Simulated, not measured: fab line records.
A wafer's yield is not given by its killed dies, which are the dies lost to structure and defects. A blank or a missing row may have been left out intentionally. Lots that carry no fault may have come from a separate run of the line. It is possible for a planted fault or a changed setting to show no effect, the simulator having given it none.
Comparing a struck lot with a sound one	flow ritCmos	28 steps out of a route of 202
Sound: these wafers, L740.2, L740.3, L740.6. Struck: wafers L747.1, L747.2, L747.3. The cause is given at the end.
For every step that has rows: the tool of each side, followed by ch and its chambers, followed by its first start. Under that, the readings that differ: sound wafers	struck wafers	difference of the means	sigmas: that difference in standard deviations of wafers without a fault.
alike: readings with means less than 2 such deviations apart, plus words and numbers identical on both sides. not compared: withheld readings, readings lacking a value on some wafer, bounds such as >300 that could conceal the same value, and numbers that have no deviation in the record and whose values overlap.
The two part at a step that has a row with sigmas, a row that says differs or no value, or rows on one side only. Non-overlapping numbers with no deviation appear without sigmas and do not part them. A reading missing from all wafers of one side parts the sides only when that side holds two or more wafers.

RIT_ACTIVE_BOW_MEAS_00:
  struck on filmMetro-04, day 4 08:00; sound on filmMetro-01, day 2 21:01
  alike: INCOMING_BOW
RIT_ACTIVE_OXIDATION_01: target thk 46.8 nm, ox time 3360 s.
  sound on furnace-04 ch 0, day 2 22:03; struck on furnace-04 ch 0, day 4 11:29
RIT_ACTIVE_THK_MEAS_02:
  struck on filmMetro-01, day 4 13:25; sound on filmMetro-04, day 2 23:59
reading	sound	struck	difference	sigmas
ACTIVE_OXIDE_THK (nm)	47.1 47.5 47.0	72.4 73.3 72.2	+25.4	+31
then, 1 step without rows for these wafers: RIT_ACTIVE_CVD_03 (deposits Si3N4 from SiH2Cl2/NH3, target thk 150 nm, time 1500 s).
RIT_ACTIVE_THK_MEAS_04:
  struck on filmMetro-04, day 4 14:53; sound on filmMetro-01, day 3 01:28
reading	sound	struck	difference	sigmas
ACTIVE_NITRIDE_THK (nm)	152.5 153.9 153.0	149.8 149.2 149.7	-3.6	-3
then, 6 steps without rows for these wafers: RIT_ACTIVE_HMDS_05 (prime time 60 s); RIT_ACTIVE_COAT_06 (resist thk 1000 nm); RIT_ACTIVE_SOFTBAKE_07 (time 60 s); RIT_ACTIVE_EXPOSE_08 (exposes mask M1, target cd 1400 nm); RIT_ACTIVE_PEB_09; RIT_ACTIVE_DEVELOP_10 (develop time 50 s).
RIT_ACTIVE_CD_MEAS_11: target cd 1400 nm.
  struck on cdSem-02, day 4 16:58; sound on cdSem-01, day 3 02:23
  alike: cdNm
then, 1 step without rows for these wafers: RIT_ACTIVE_HARDBAKE_12 (time 60 s).
RIT_ACTIVE_ETCH_13: etches Si3N4 in SF6, stops on SiO2, time 210 s, target depth 210 nm.
  sound on rieDiel-02 ch 0,1,2, day 3 02:38; struck on rieDiel-01 ch 0,2,3, day 4 17:19
reading	sound	struck	difference	sigmas
model.SiO2_of_ACTIVE_OXIDATION_01.thkNm (nm)	45.89 47.52 45.43	72.4 73.3 72.21	+26.4	
  alike: drypumpMotorCurrentA, oesProductAu, throttleValvePct
  not compared: rfHoursCounterH
RIT_ACTIVE_STRIP_14: strips in O2, time 180 s.
  sound on plasmaAsher-02 ch 0,1, day 3 02:46; struck on plasmaAsher-02 ch 0,1, day 4 17:28
  alike: drypumpMotorCurrentA
  not compared: rfHoursCounterH
RIT_ACTIVE_CD_MEAS_90: target cd 1400 nm.
  struck on cdSem-01, day 4 17:38; sound on cdSem-02, day 3 02:58
  alike: cdNm
then, 4 steps without rows for these wafers: RIT_ACTIVE_CLEAN_15 (cleans in SC1, time 600 s); RIT_ACTIVE_CLEAN_16 (cleans in dHF, time 30 s); RIT_ACTIVE_CLEAN_17 (cleans in SC2, time 600 s); RIT_FOX1_OXIDATION_00 (target thk 350.7 nm, ox time 1130 s).
RIT_FOX1_THK_MEAS_01:
  struck on filmMetro-01, day 4 20:38; sound on filmMetro-03, day 3 04:49
  alike: FOX1_OXIDE_THK
then, 2 steps without rows for these wafers: RIT_FOX1_WET_ETCH_02 (etches SiO2 in BOE, target depth 350 nm, time 390 s); RIT_FOX2_OXIDATION_00 (target thk 350.7 nm, ox time 1130 s).
RIT_FOX2_THK_MEAS_01:
  struck on filmMetro-02, day 4 22:07; sound on filmMetro-03, day 3 06:26
  alike: FOX2_OXIDE_THK
then, 1 step without rows for these wafers: RIT_FOX2_CLEAN_02 (cleans in dHF, time 180 s).
RIT_FOX2_WET_ETCH_03: etches Si3N4 in H3PO4, target depth 195 nm, time 2700 s.
  sound on wetBench-01 ch 2, day 3 06:37; struck on wetBench-03 ch 2, day 4 22:14
reading	sound	struck	difference	sigmas
model.SiO2_of_ACTIVE_OXIDATION_01.thkNm (nm)	40.84 42.3 40.42	64.49 65.24 64.33	+23.50	
RIT_FOX2_THK_MEAS_90:
  struck on filmMetro-02, day 4 23:07; sound on filmMetro-03, day 3 07:23
  alike: FIELD_OXIDE_LEFT_1_THK
RIT_M1_PROBE_99:
  struck on prober-01, day 6 17:50; sound on prober-02, day 4 20:37
  alike: killed_at_M0_to_M3, killedAtFrontEnd, killedDies, killedOpen, killedShort

== WHERE THEY PART ==
At RIT_ACTIVE_THK_MEAS_02 first; at RIT_ACTIVE_THK_MEAS_04 last (within this record only). Later steps at which nothing parts them and some readings are alike: RIT_ACTIVE_CD_MEAS_11, RIT_ACTIVE_ETCH_13, RIT_ACTIVE_STRIP_14, RIT_ACTIVE_CD_MEAS_90, RIT_FOX1_THK_MEAS_01, RIT_FOX2_THK_MEAS_01, RIT_FOX2_THK_MEAS_90, RIT_M1_PROBE_99.

WHY: the cause the simulator had injected
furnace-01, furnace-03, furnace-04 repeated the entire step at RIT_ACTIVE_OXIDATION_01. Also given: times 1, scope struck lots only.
